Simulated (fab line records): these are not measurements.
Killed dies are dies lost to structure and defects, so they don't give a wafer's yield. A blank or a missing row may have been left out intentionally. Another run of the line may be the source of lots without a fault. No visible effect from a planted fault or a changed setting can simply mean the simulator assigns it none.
What tool caused it? + flow berkeley-cmos170 + 7 lots (21 wafers sampled), 1 step of a 331-step route

## WHAT THE GAUGES READ, wafer by wafer
UCB170_V1_THK_MEAS_01.
| lot  | measured     | on            | V1_TEOS_THK (nm) |
|------|--------------|---------------|------------------|
| L110 | day 8 03:19  | film-metro-01 | 1964 1971 1983   |
| L112 | day 8 13:28  | film-metro-02 | 1983 2023 1999   |
| L116 | day 8 23:49  | film-metro-02 | 1989 1951 1974   |
| L117 | day 9 02:41  | film-metro-04 | 1999 1974 1974   |
| L120 | day 9 19:51  | film-metro-04 | 1959 1959 2019   |
| L124 | day 10 08:51 | film-metro-01 | 2010 2003 2045   |
| L130 | day 11 11:25 | film-metro-02 | 2014 2022 2016   |

## WHICH TOOL RAN EACH LOT (tool, then ch and the chambers of the sampled wafers, then the start)
There is no process step in the record ahead of these readings.

## THE ANSWER, worked out from the rows above alone
Rule: what is usual is taken from the lots themselves. The widest of any qualifying gaps counts: lots, ordered by their means at a reading, are off when they make up no more than a third of the lots, leave a main group of 4 or more, and stand apart from it by 3 or more times the standard deviation of that group's means. If all means in a main group match to the digits the tables above print for the reading, that group is not used. Also off: a lot with no number at a reading for which 4 or more lots have one. Any other lot the step has rows for is counted as sound.
Nothing can be told from this: no lot is off at any reading shown.

## WHAT HAD BEEN PUT IN BY THE SIMULATOR
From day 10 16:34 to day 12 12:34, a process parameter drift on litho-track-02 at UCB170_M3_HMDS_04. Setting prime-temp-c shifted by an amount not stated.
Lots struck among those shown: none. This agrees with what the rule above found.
